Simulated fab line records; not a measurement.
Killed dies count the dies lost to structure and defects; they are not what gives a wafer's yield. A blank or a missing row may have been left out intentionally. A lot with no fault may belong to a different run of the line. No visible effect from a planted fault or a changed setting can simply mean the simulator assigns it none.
Which of the tools did it? ; flow berkeley cmos170 ; 14 lots, 42 wafers sampled, at 2 steps of a route of 331

WHAT EACH GAUGE READ, for each wafer
UCB170_V1_CD_MEAS_12: the cd target is 700 nm. Usual: 700.4 nm for cd nm, sd 1.5.
lot;measured;on;cd nm (nm);flag
L400;day 6 20:04;cd sem-01;699.5 700.6 700.9;
L401;day 7 11:10;cd sem-02;698.3 698.5 699.6;
L406;day 8 00:32;cd sem-01;703.3 702.3 704.5;
L403;day 8 00:47;cd sem-01;700.6 701.9 701.1;
L402;day 8 01:06;cd sem-02;700.1 700.1 700.6;
L405;day 8 01:07;cd sem-01;697.9 698.5 698.8;
L407;day 8 06:05;cd sem-02;699.6 700.4 701.0;
L408;day 8 06:17;cd sem-01;700.8 701.1 699.5;
L409;day 8 20:15;cd sem-01;701.4 701.9 702.2;
L412;day 9 07:04;cd sem-01;700.8 700.2 701.3;
L413;day 10 03:01;cd sem-02;711.9 703.9 707.5;OFF
L414;day 10 03:15;cd sem-02;705.5 706.7 704.0;OFF
L418;day 11 03:17;cd sem-02;699.8 700.2 699.7;
L419;day 11 12:09;cd sem-02;701.0 701.3 701.8;

TOOL THAT RAN EACH LOT (tool first, then ch and the chambers of the sampled wafers, then the start)
lot;UCB170_V1_EXPOSE_09
L400;krf scanner-02 ch 0, day 6 19:38
L401;krf scanner-01 ch 0, day 7 10:47
L406;krf scanner-02 ch 0, day 8 00:08
L403;krf scanner-01 ch 0, day 8 00:24
L402;krf scanner-02 ch 0, day 8 00:38
L405;krf scanner-02 ch 0, day 8 00:43
L407;krf scanner-02 ch 0, day 8 05:07
L408;krf scanner-01 ch 0, day 8 05:22
L409;krf scanner-02 ch 0, day 8 19:52
L412;krf scanner-01 ch 0, day 9 06:29
L413;krf scanner-02 ch 0, day 10 02:08
L414;krf scanner-02 ch 0, day 10 02:19
L418;krf scanner-01 ch 0, day 11 02:40
L419;krf scanner-01 ch 0, day 11 11:30
- UCB170_V1_EXPOSE_09: exposes mask VIA1, target cd 700 nm.

AS READ BY THE TOOLS THEMSELVES (means over the sampled wafers that have a number; for cases with no such wafer, the mark the record gives instead)
UCB170_V1_EXPOSE_09. Usual: focus offset nm 0.0 nm, standard deviation 0.48; stage vel mm s 500.04 mm/s, standard deviation 0.24.
lot;tool;focus offset nm (nm);stage vel mm s (mm/s);flag
L400;krf scanner-02;-0.3;500.28;
L401;krf scanner-01;0.3;500.05;
L406;krf scanner-02;0.2;499.94;
L403;krf scanner-01;0.5;500.04;
L402;krf scanner-02;0.5;499.83;
L405;krf scanner-02;-0.2;500.06;
L407;krf scanner-02;-0.2;500.34;
L408;krf scanner-01;-0.1;499.86;
L409;krf scanner-02;-0.2;500.10;
L412;krf scanner-01;-0.1;500.17;
L413;krf scanner-02;0.8;500.08;
L414;krf scanner-02;0.0;500.20;
L418;krf scanner-01;0.4;500.00;
L419;krf scanner-01;0.2;499.96;

THE ANSWER, worked out from the rows above alone
Rule: a lot counts as off when the mean over its wafers that have a number is more than 3 standard deviations away from the usual mean. A lot without any number at a reading at which 4 lots or more have one is off too. Where the step has rows for the other lots, those lots are counted as sound. After the gauges, taken in route order, come the tools' own readings; for these a lot's mean is taken, as printed above. The first step at which some lot is off is used, and at that step the reading that is off furthest; a lot without a number counts as furthest.
Off: L413, L414, at UCB170_V1_CD_MEAS_12 (cd nm).
If a tool, at a process step before that reading, ran all the lots that are off and no sound lot after the first of them, it fits. Gauges at UCB170_V1_CD_MEAS_12: tried the same way as those tools. One fits: UCB170_V1_EXPOSE_09 on krf scanner-02. A fault onset in the window from L409 (day 8 19:52, its last sound lot) to L413 (day 10 02:08, its first lot off) fits.

WHAT THE SIMULATOR HAD PUT IN
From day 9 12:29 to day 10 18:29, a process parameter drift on krf scanner-02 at UCB170_V1_EXPOSE_09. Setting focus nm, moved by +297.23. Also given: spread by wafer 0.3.
Shown lots that were struck: L413, L414. The same result came from the rule above.
